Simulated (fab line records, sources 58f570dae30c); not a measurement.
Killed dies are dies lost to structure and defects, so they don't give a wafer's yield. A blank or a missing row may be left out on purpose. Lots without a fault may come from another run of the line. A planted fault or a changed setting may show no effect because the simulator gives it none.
Which tool did it? | flow berkeley_cmos170 | 7 lots, 21 wafers sampled, at 1 step of a route of 331

WHAT THE GAUGES READ, wafer by wafer
UCB170_CONTACT_CD_MEAS_15: target cd 700 nm.
lot  | measured     | on        | cd_nm (nm)
L279 | day 6 16:58  | cd_sem-01 | 700.9 700.6 700.7
L282 | day 7 09:07  | cd_sem-01 | 702.6 701.4 702.8
L288 | day 9 03:35  | cd_sem-01 | 700.2 699.4 700.6
L293 | day 9 20:01  | cd_sem-01 | 698.9 701.0 700.1
L298 | day 10 20:56 | cd_sem-02 | 698.6 697.7 698.8
L295 | day 10 21:13 | cd_sem-02 | 696.0 696.3 696.7
L302 | day 11 14:53 | cd_sem-02 | 698.0 697.9 697.8

WHICH TOOL RAN EACH LOT (tool, then ch and the chambers of the sampled wafers, then the start)
The record holds no process step before these readings.

THE ANSWER, worked out from the rows above alone
Rule: what is usual is taken from the lots themselves. Put in order of their means at a reading, lots are off if they are a third of the lots or fewer, leave a main group of 4 or more, and stand apart from it by a gap of 3 or more times the standard deviation of the main group's means; of several such gaps the widest counts. A main group whose means are all the same, to the digits that the tables above print for the reading, isn't used. A lot without any number at a reading at which 4 lots or more have one is off too. The other lots that the step has rows for count as sound.
No lot is off at any reading shown: from this, nothing can be told.

WHAT THE SIMULATOR HAD PUT IN
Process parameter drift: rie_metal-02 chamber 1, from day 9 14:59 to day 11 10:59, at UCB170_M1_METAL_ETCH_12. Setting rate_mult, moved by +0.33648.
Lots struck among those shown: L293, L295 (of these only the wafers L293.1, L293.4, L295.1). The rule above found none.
